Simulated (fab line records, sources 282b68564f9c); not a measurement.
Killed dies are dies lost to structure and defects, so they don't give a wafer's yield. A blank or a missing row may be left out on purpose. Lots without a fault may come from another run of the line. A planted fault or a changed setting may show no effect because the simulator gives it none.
fab line records | flow rit_cmos
record lots=15 wafers=45 last_day=7
route steps=202 shown SPACER@128
lots that met no fault: from a run of the same line without faults
start_h: hours from the record's first day to the start of the lot's first wafer shown | wait_h: hours since the lot's step before | " the same as in the row above | L1.1+2: a row that stands for several wafers | - no value, or no start given | * or withheld: withheld | < > ~ a bound
route shown NAME@n: a module of which the file shows steps, and the number in the route of the first | usual: mean/standard deviation of fault-free wafers | same: alike in all rows | chamber/n: place in a boat | sites: the reading at each site | _std_site: their standard deviation | _edge_site: outer sites' mean less inner sites' | radius_mm: how far each site lies from the wafer's centre | mask NAME#n: copy n | behind: the tool/chamber that last shaped the wafer | hold: why the lot was held/for how many hours/how that ended | device: the transistor (n, p or np) that didn't switch | end of line: the same wafers' tests at the end of the route | a step without rows: its recipe alone | killed: dies lost to structure and defects at the first sort, not the wafer's yield | map: a wafer's dies, x killed, . not, _ none there
set.NAME: the setting as run; set.NAME@STEP: as run at that earlier step | model.NAME: the simulator's own value behind a step, which no gauge read
steps of the route over a sample of lots; a table a step, a row a wafer
services: from which hour (start_h, from the record's first day; less than 0 if before it) a tool's chamber was out of use, for how many hours, and why
## steps
# step RIT_SPACER_CVD_03
# recipe material=Si3N4 target_thk_nm=250 temp_c=810 precursor=SiH2Cl2/NH3 time_s=3300 pressure_mtorr=300 sih2cl2_flow_sccm=60 nh3_flow_sccm=150
# usual pressure_mtorr=300.1/0.6 spike_tc_centre_C=811.4/1.3 spike_tc_load_C=835.0/1.4 spike_tc_source_C=832.8/1.2 susceptor_temp_C=809.9/0.32 zone_power_source_pct=20.8/2.3
# columns lot.wafer tool chamber start_h wait_h pressure_mtorr spike_tc_centre_C spike_tc_load_C spike_tc_source_C susceptor_temp_C zone_power_source_pct
L349.2 lpcvd-02 0 47.13 0.0 299.5 811.6 835.7 832.3 810.2 21.2
L349.5 " 0 " " 301.2 811.6 835.5 831.4 809.7 21.5
L349.6 " 0 " " 300.2 812.7 835.4 834.3 810.6 21.6
L350.2 lpcvd-02 1 53.96 0.0 300.6 812.6 834.7 835.2 810.2 22.8
L350.3 " 1 " " 299.8 813.4 837.2 833.6 810.2 23.6
L350.5 " 1 " " 299.4 811.4 837.8 834.3 809.9 23.5
L351.2 lpcvd-01 0 56.18 0.0 300.8 810.2 833.4 833.0 809.9 23.2
L351.3 " 0 " " 300.7 812.9 832.7 831.4 809.4 22.4
L351.6 " 0 " " 301.0 810.0 834.5 832.5 809.5 22.9
L352.2 lpcvd-02 1 63.36 0.0 299.6 814.0 837.9 833.2 810.4 23.4
L352.4 " 1 " " 300.1 812.7 835.6 834.7 809.1 23.4
L352.5 " 1 " " 300.8 810.9 836.9 833.1 809.9 23.2
L353.1 lpcvd-01 0 67.70 0.0 300.5 810.4 834.3 831.8 809.6 22.5
L353.3 " 0 " " 301.1 811.2 834.4 832.2 810.1 22.7
L353.6 " 0 " " 301.0 812.0 833.4 832.0 809.9 22.8
L354.2 lpcvd-02 1 71.08 0.0 299.7 813.1 835.0 835.4 810.1 23.3
L354.5 " 1 " " 300.1 812.6 834.7 834.8 810.3 23.6
L354.6 " 1 " " 299.9 814.1 834.3 835.3 809.7 23.4
L355.1 lpcvd-01 1 74.53 0.0 300.5 811.4 835.2 833.7 810.4 17.8
L355.3 " 1 " " 300.2 810.0 836.3 834.0 810.1 18.4
L355.5 " 1 " " 300.8 811.3 835.1 832.8 810.0 18.0
L356.1 lpcvd-02 0 82.81 0.0 300.4 812.6 836.3 832.9 809.3 21.5
L356.2 " 0 " " 300.2 812.3 836.5 831.9 810.4 21.6
L356.6 " 0 " " 300.2 811.0 834.8 832.3 810.2 21.5
L357.3 lpcvd-01 0 84.82 0.0 300.5 810.9 832.5 833.0 809.8 22.7
L357.5 " 0 " " 300.6 810.5 834.3 831.2 809.4 22.7
L357.6 " 0 " " 298.9 811.1 833.6 832.0 809.5 23.1
L358.4 lpcvd-01 1 91.40 0.0 300.0 856.3 881.0 877.9 854.7 20.6
L358.5 " 1 " " 299.3 856.2 881.4 877.8 854.8 20.3
L358.6 " 1 " " 298.9 855.8 880.3 877.9 854.9 20.2
L359.2 lpcvd-02 0 98.91 0.0 299.7 812.3 836.7 832.6 809.7 21.4
L359.4 " 0 " " 300.6 810.0 835.0 832.2 809.9 21.4
L359.5 " 0 " " 300.2 812.8 837.1 834.8 809.6 21.7
L360.1 lpcvd-01 1 100.23 0.7 299.0 856.3 879.7 876.5 854.5 20.2
L360.2 " 1 " " 299.5 855.9 878.7 879.0 854.7 20.2
L360.5 " 1 " " 298.9 856.6 880.6 878.2 854.8 20.5
L361.1 lpcvd-01 0 104.46 0.0 299.4 856.9 880.2 878.3 854.5 25.7
L361.3 " 0 " " 300.4 856.3 878.8 877.4 854.6 25.7
L361.5 " 0 " " 299.6 855.0 880.1 877.0 854.3 25.5
L370.3 lpcvd-02 1 151.14 0.0 300.3 812.5 836.9 835.7 809.9 22.9
L370.5 " 1 " " 300.7 812.4 837.0 833.6 809.5 23.3
L370.6 " 1 " " 299.9 812.8 836.8 834.2 809.2 23.3
L372.3 lpcvd-02 0 164.09 0.0 301.6 810.9 836.9 830.3 810.0 21.5
L372.4 " 0 " " 301.1 810.9 833.9 831.7 810.4 21.9
L372.6 " 0 " " 301.0 810.7 837.0 831.5 809.8 21.6
# step RIT_SPACER_THK_MEAS_04
# recipe reads=Si3N4_of_SPACER_CVD_03
# usual SPACER_NITRIDE_THK=250.5/2.1
# columns lot.wafer tool chamber start_h wait_h SPACER_NITRIDE_THK[nm]
L349.2 film_metro-02 - 50.02 0.0 252.3
L349.5 " - " " 250.7
L349.6 " - " " 252.4
L350.2 film_metro-01 - 55.88 0.0 251.0
L350.3 " - " " 251.2
L350.5 " - " " 249.7
L351.2 film_metro-04 - 58.11 0.0 251.3
L351.3 " - " " 250.7
L351.6 " - " " 250.7
L352.2 film_metro-04 - 65.29 0.0 255.2
L352.4 " - " " 255.3
L352.5 " - " " 256.9
L353.1 film_metro-02 - 69.62 0.0 253.0
L353.3 " - " " 252.2
L353.6 " - " " 251.8
L354.2 film_metro-04 - 73.00 0.0 250.3
L354.5 " - " " 249.4
L354.6 " - " " 250.7
L355.1 film_metro-04 - 76.45 0.0 251.3
L355.3 " - " " 249.0
L355.5 " - " " 247.7
L356.1 film_metro-02 - 84.73 0.0 246.0
L356.2 " - " " 247.4
L356.6 " - " " 245.4
L357.3 film_metro-02 - 86.76 0.0 248.5
L357.5 " - " " 249.7
L357.6 " - " " 250.5
L358.4 film_metro-02 - 93.35 0.0 421.6
L358.5 " - " " 420.2
L358.6 " - " " 420.0
L359.2 film_metro-02 - 100.84 0.0 249.4
L359.4 " - " " 249.0
L359.5 " - " " 248.6
L360.1 film_metro-04 - 102.15 0.0 416.8
L360.2 " - " " 417.3
L360.5 " - " " 420.2
L361.1 film_metro-02 - 106.38 0.0 420.0
L361.3 " - " " 420.4
L361.5 " - " " 419.6
L370.3 film_metro-01 - 153.07 0.0 252.0
L370.5 " - " " 251.4
L370.6 " - " " 251.6
L372.3 film_metro-02 - 166.03 0.0 249.2
L372.4 " - " " 248.2
L372.6 " - " " 249.5
# step RIT_SPACER_ETCHBACK_05
# recipe target_depth_a=2500 SF6_flow_sccm=30 CHF3_flow_sccm=30 target=Si3N4 chemistry=SF6/CHF3 pressure_mtorr=40 rf_w=250 time_s=240 stop_on=SiO2
# usual CHF3_flow_sccm=30.00/0.082 drypump_motor_current_A=5.8/0.5 oes_product_au=0.845/0.015 throttle_valve_pct=10.30/0.13
# columns lot.wafer tool chamber start_h wait_h CHF3_flow_sccm drypump_motor_current_A oes_product_au rf_hours_counter_h throttle_valve_pct
L349.2 rie_diel-01 0 50.07 0.0 30.02 5.5 0.863 139 10.54
L349.5 " 1 " " 30.01 5.1 0.844 - 10.40
L349.6 " 2 " " 30.20 6.7 0.833 - 10.17
L350.2 rie_diel-03 0 55.93 0.0 29.94 6.6 0.841 9 10.23
L350.3 " 1 " " 30.06 5.2 0.850 39 10.13
L350.5 " 3 " " 29.95 5.7 0.835 - 10.25
L351.2 rie_diel-01 2 58.16 0.0 30.09 6.7 0.830 29 10.19
L351.3 " 0 " " 30.07 5.5 0.848 140 10.53
L351.6 " 0 " " 29.89 5.5 0.847 - 10.53
L352.2 rie_diel-01 1 65.34 0.0 29.96 5.1 0.864 82 10.39
L352.4 " 3 " " 29.96 5.8 0.878 21 10.40
L352.5 " 2 " " 30.04 6.7 0.851 - 10.20
L353.1 rie_diel-03 0 69.68 0.1 29.98 6.6 0.839 9 10.25
L353.3 " 2 " " 29.96 5.9 0.837 27 10.10
L353.6 " 2 " " 29.94 5.9 0.838 - 10.11
L354.2 rie_diel-01 3 73.05 0.0 29.83 5.8 0.859 21 10.40
L354.5 " 0 " " 30.00 5.5 0.852 - 10.53
L354.6 " 1 " " 30.02 5.2 0.858 - 10.38
L355.1 rie_diel-01 0 76.51 0.1 30.07 5.5 0.856 140 10.54
L355.3 " 1 " " 30.01 5.2 0.846 82 10.38
L355.5 " 1 " " 30.00 5.2 0.848 - 10.37
L356.1 rie_diel-01 3 84.79 0.1 29.91 5.8 0.855 21 10.39
L356.2 " 2 " " 29.95 6.7 0.836 29 10.17
L356.6 " 0 " " 30.12 5.5 0.847 - 10.52
L357.3 rie_diel-04 3 86.80 0.0 30.00 6.4 0.855 58 10.25
L357.5 " 1 " " 29.96 6.1 0.835 - 10.41
L357.6 " 0 " " 29.96 5.8 0.859 - 10.28
L358.4 rie_diel-04 3 93.38 0.0 30.06 6.3 1.020 58 10.30
L358.5 " 0 " " 30.01 5.7 1.015 - 10.34
L358.6 " 3 " " 29.92 6.3 1.020 - 10.29
L359.2 rie_diel-04 2 100.89 0.0 29.98 5.8 0.815 119 10.23
L359.4 " 1 " " 29.99 6.1 0.833 101 10.41
L359.5 " 1 " " 29.96 6.1 0.836 - 10.42
L360.1 rie_diel-01 2 102.21 0.1 29.96 6.7 0.981 30 10.22
L360.2 " 1 " " 29.89 5.1 1.002 83 10.45
L360.5 " 0 " " 30.12 5.5 1.005 - 10.59
L361.1 rie_diel-03 2 106.44 0.1 30.15 5.9 0.989 28 10.15
L361.3 " 1 " " 30.01 5.2 1.005 40 10.19
L361.5 " 2 " " 30.02 5.9 0.988 - 10.16
L370.3 rie_diel-01 3 153.11 0.0 29.96 5.8 0.865 23 10.41
L370.5 " 2 " " 30.05 6.7 0.834 - 10.20
L370.6 " 3 " " 30.01 5.8 0.862 - 10.40
L372.3 rie_diel-03 0 166.07 0.0 29.86 6.7 0.822 11 10.23
L372.4 " 0 " " 30.07 6.6 0.825 - 10.25
L372.6 " 1 " " 30.01 5.3 0.841 - 10.14
## services
# columns tool chamber start_h hours kind
rie_diel-03 - 35.44 0.2 repair
rie_diel-04 - 38.04 3.3 repair
rie_diel-04 0 38.49 7.7 repair
rie_diel-01 1 38.91 4.2 repair
rie_diel-04 - 61.42 0.1 repair
rie_diel-03 2 92.13 9.0 repair
rie_diel-03 0 102.71 4.3 repair
rie_diel-04 - 107.91 2.8 pm
rie_diel-03 3 151.06 - clean
rie_diel-01 1 161.77 5.2 repair
## key
first_sign step=RIT_SPACER_CVD_03 reading=susceptor_temp_C direction=up sigmas=99+ usual=* struck=*
effect step=RIT_SPACER_CVD_03 reading=spike_tc_source_C direction=up sigmas=37 usual=832.8 struck=877.8
effect step=RIT_SPACER_THK_MEAS_04 reading=SPACER_NITRIDE_THK direction=up sigmas=81 usual=250.5 struck=419.6
effect step=RIT_SPACER_ETCHBACK_05 reading=oes_product_au direction=up sigmas=11 usual=0.845 struck=1.003
met_at RIT_SPACER_CVD_03
struck_lots L358,L360,L361
later_rows_left_out L358.4,L358.5,L358.6,L360.1,L360.2,L360.5,L361.1,L361.3,L361.5
sort_left_out L358.4,L358.5,L358.6,L360.1,L360.2,L360.5,L361.1,L361.3,L361.5
tester_left_out L358,L360,L361
onset_between 84.82 91.40
fault kind=process_parameter_drift tool=lpcvd-01 chamber=- onset_h=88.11 steps=RIT_SPACER_CVD_03 channel=temp_c offset=* shape=step end_h=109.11 acts_in=* stated=*
# tester_left_out: of these lots the tester's yield and bins aren't shown, on N5 and GAA mostly nor the transistor test; their killed dies are dies lost to structure and defects alone, not to doping, threshold or leakage, so they don't give the yield
# sort_left_out: the simulated sort isn't trusted on such a fault, so these wafers' sort isn't shown, and their yield isn't known
# later_rows_left_out: the simulator's readings of these wafers behind a module that went badly wrong aren't trusted and aren't shown, but for the sort
